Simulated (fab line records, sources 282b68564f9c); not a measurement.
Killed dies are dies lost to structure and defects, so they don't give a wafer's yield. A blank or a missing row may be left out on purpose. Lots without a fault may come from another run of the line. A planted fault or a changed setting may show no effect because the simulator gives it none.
Which tool did it? | flow rit_cmos | 14 lots, 42 wafers sampled, at 2 steps of a route of 202

WHAT THE GAUGES READ, wafer by wafer
RIT_GATE_THK_MEAS_07.
lot  | measured    | on            | GATE_OXIDE_THK (nm)
L390 | day 2 21:12 | film_metro-04 | 2.99 3.02 3.00
L391 | day 3 00:24 | film_metro-02 | 2.98 2.90 2.91
L394 | day 3 18:57 | film_metro-03 | 2.93 2.95 2.91
L395 | day 3 23:26 | film_metro-03 | 2.93 2.92 2.99
L396 | day 4 02:41 | film_metro-04 | 2.91 2.99 2.98
L397 | day 4 10:25 | film_metro-03 | 2.95 3.01 2.94
L398 | day 4 20:53 | film_metro-03 | 3.31 3.32 3.37
L403 | day 5 12:23 | film_metro-04 | 3.30 3.37 3.52
L404 | day 5 15:52 | film_metro-02 | 2.97 2.99 3.01
L406 | day 6 02:32 | film_metro-04 | 2.93 2.99 2.94
L408 | day 6 14:17 | film_metro-02 | 2.91 2.91 2.96
L409 | day 6 17:31 | film_metro-03 | 3.04 2.95 2.99
L410 | day 7 05:45 | film_metro-04 | 3.09 3.04 3.02
L411 | day 7 10:28 | film_metro-04 | 2.99 3.02 3.03

WHICH TOOL RAN EACH LOT (tool, then ch and the chambers of the sampled wafers, then the start)
lot  | RIT_GATE_OXIDATION_05
L390 | furnace-04 ch 0, day 2 19:22
L391 | furnace-04 ch 0, day 2 23:04
L394 | furnace-04 ch 0, day 3 12:32
L395 | furnace-03 ch 0, day 3 18:57
L396 | furnace-04 ch 0, day 4 01:21
L397 | furnace-01 ch 0, day 4 08:38
L398 | furnace-04 ch 0, day 4 17:55
L403 | furnace-04 ch 0, day 5 11:03
L404 | furnace-01 ch 0, day 5 14:32
L406 | furnace-01 ch 0, day 6 01:11
L408 | furnace-01 ch 0, day 6 11:02
L409 | furnace-03 ch 0, day 6 16:11
L410 | furnace-03 ch 0, day 7 00:34
L411 | furnace-03 ch 0, day 7 05:45
- RIT_GATE_OXIDATION_05: target thk 3 nm, ox time 270 s.

WHAT THE TOOLS THEMSELVES READ (means of the sampled wafers that have a number; where no wafer has one, the mark that the record gives instead)
RIT_GATE_OXIDATION_05.
lot  | tool       | ox_temp_c (C) | zone_power_centre_pct (%)
L390 | furnace-04 | 900.2         | 37.9
L391 | furnace-04 | 900.2         | 37.8
L394 | furnace-04 | 899.9         | 38.0
L395 | furnace-03 | 900.2         | 43.0
L396 | furnace-04 | 900.4         | 37.8
L397 | furnace-01 | 899.6         | 38.9
L398 | furnace-04 | 900.0         | 38.0
L403 | furnace-04 | 899.8         | 37.6
L404 | furnace-01 | 899.3         | 38.8
L406 | furnace-01 | 899.4         | 37.9
L408 | furnace-01 | 899.5         | 39.1
L409 | furnace-03 | 900.0         | 42.8
L410 | furnace-03 | 900.2         | 42.9
L411 | furnace-03 | 899.5         | 43.0

THE ANSWER, worked out from the rows above alone
Rule: what is usual is taken from the lots themselves. Put in order of their means at a reading, lots are off if they are a third of the lots or fewer, leave a main group of 4 or more, and stand apart from it by a gap of 3 or more times the standard deviation of the main group's means; of several such gaps the widest counts. A main group whose means are all the same, to the digits that the tables above print for the reading, isn't used. A lot without any number at a reading at which 4 lots or more have one is off too. The other lots that the step has rows for count as sound. The gauges are gone through in route order, then the tools' own readings, and for those a lot's mean is taken as printed above. The first step at which some lot is off is used, and at that step the reading that is off furthest; a lot without a number counts as furthest.
Off: L398, L403, at RIT_GATE_THK_MEAS_07 (GATE_OXIDE_THK). The main group: mean 2.97 nm, standard deviation 0.037.
A tool fits if, at a process step before that reading, it ran every lot that is off, and no sound lot after the first of them. The gauges at RIT_GATE_THK_MEAS_07 are tried like those tools. One fits: furnace-04 at RIT_GATE_OXIDATION_05. Its last sound lot is L396 (day 4 01:21), its first lot that is off L398 (day 4 17:55): a fault that began between those two fits.

WHAT THE SIMULATOR HAD PUT IN
Process parameter drift: furnace-04, from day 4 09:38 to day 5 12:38, at RIT_GATE_OXIDATION_05. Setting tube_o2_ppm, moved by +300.
Lots struck among those shown: L398, L403. The rule above found the same.
